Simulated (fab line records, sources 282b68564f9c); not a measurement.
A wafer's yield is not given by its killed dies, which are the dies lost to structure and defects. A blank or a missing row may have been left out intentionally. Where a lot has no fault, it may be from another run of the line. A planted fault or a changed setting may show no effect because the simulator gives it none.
Lot-split experiment -- flow ritCmos -- 27 wafers read across 5 lots, on a route 202 steps long

ON THE SPLIT
At RIT_M1_METAL_ETCH_12 (etches Al in Cl2/BCl3, stops on SiO2, time 165 s, target depth 600 nm), the setting timeS was moved away from the recipe's 165 s on 9 of the 27 wafers read, by -41.4% to +53.1%. The other wafers ran this setting at the recipe's value.

FROM THE SPLIT TO THE READING: what the file shows between them, 2 steps
- RIT_M1_STRIP_13: strips in nmp, time 600 s
- RIT_M1_STRIP_14: strips in O2, time 180 s

THE READING
Shown in nm: cdNm at RIT_M1_CD_MEAS_90, with target cd 2600 nm. On this fab line, fault-free wafers typically give 2599.5 nm with a standard deviation of 2.5 nm.

wafer,"tool, chamber at the split","timeS as run, s",against the recipe,"cdNm, nm",against lot-mates on the recipe
L075.1,"rieMetal-02, 1",96.75,-41.4%,2608.9,+7.2
L075.2,"rieMetal-02, 0",165,recipe,2602.0,-
L075.3,"rieMetal-02, 0",96.75,-41.4%,2610.6,+8.9
L075.4,"rieMetal-02, 1",165,recipe,2600.1,-
L075.5,"rieMetal-02, 1",96.75,-41.4%,2612.6,+10.9
L075.6,"rieMetal-02, 0",165,recipe,2602.9,-
L079.1,"rieMetal-04, 0",165,recipe,2602.1,-
L079.2,"rieMetal-04, 1",234.8,+42.3%,2588.6,-11.4
L079.3,"rieMetal-04, 1",165,recipe,2597.1,-
L079.4,"rieMetal-04, 0",165,recipe,2600.8,-
L079.5,"rieMetal-04, 0",234.8,+42.3%,2589.5,-10.5
L079.6,"rieMetal-04, 1",234.8,+42.3%,2589.8,-10.2
L081.1,"rieMetal-03, 0",252.6,+53.1%,2584.5,-11.9
L081.2,"rieMetal-03, 1",252.6,+53.1%,2585.8,-10.6
L081.3,"rieMetal-03, 0",165,recipe,2594.8,-
L081.4,"rieMetal-03, 1",165,recipe,2598.8,-
L081.5,"rieMetal-03, 0",165,recipe,2595.6,-
L081.6,"rieMetal-03, 1",252.6,+53.1%,2589.6,-6.8
L083.3,"rieMetal-02, 1",165,recipe,2599.7,-
L083.4,"rieMetal-02, 0",165,recipe,2604.4,-
L083.5,"rieMetal-02, 0",165,recipe,2606.2,-
L084.1,"rieMetal-03, 1",165,recipe,2604.9,-
L084.2,"rieMetal-03, 0",165,recipe,2598.8,-
L084.3,"rieMetal-03, 1",165,recipe,2602.9,-
L084.4,"rieMetal-03, 0",165,recipe,2598.7,-
L084.5,"rieMetal-03, 0",165,recipe,2597.4,-
L084.6,"rieMetal-03, 1",165,recipe,2602.4,-

THE FIT
A straight line over all 27 wafers: cdNm changes by -0.258 nm for each +1% of timeS; r = -0.93; the points scatter about the line by 2.8 nm.
The same after taking each lot's own level away (the mean of its wafers on the recipe; 27 wafers): -0.213 nm for each +1%; r = -0.93; scatter 2.3 nm.
According to that fit, moving timeS by its largest amount changes the reading by 11 nm.
Measured against the standard deviation above, the lots' own levels, which go from 2596.40 to 2603.43 nm, span 2.8 times it.
Thus the slope moves with the lot-to-lot level: the two fits are different.
Check: -11.2 nm against its lot-mates is what the line predicts for one of the wafers moved furthest among these (+53.1%) when that wafer is left out of the fit. It came out at -11.9 nm against them.
Tool readings at the split's step, against how far the setting was moved: oesProductAu r = -0.76.

THE WHOLE CHAIN: every reading that the file lists as answering this split, in the file's order
step,what it does,reading,change (the file's fit),r (the file's)
RIT_M1_METAL_ETCH_12,"etches Al in Cl2/BCl3, stops on SiO2, time 165 s, target depth 600 nm",oesProductAu,"not straight: 0.984 at the lowest setting, 0.770 at the recipe, 0.744 at the highest",not given
RIT_M1_METAL_ETCH_12,"etches Al in Cl2/BCl3, stops on SiO2, time 165 s, target depth 600 nm","NOVOLAK_of_M1_COAT_04.thkNm (the simulator's own value, which no gauge read)",-3.16 nm for each +1% of the setting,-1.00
RIT_M1_CD_MEAS_90,target cd 2600 nm,cdNm,-0.213 nm for each +1% of the setting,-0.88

FILE'S OWN FIT
cdNm changes by -0.213 nm for each +1% of timeS, r = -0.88.
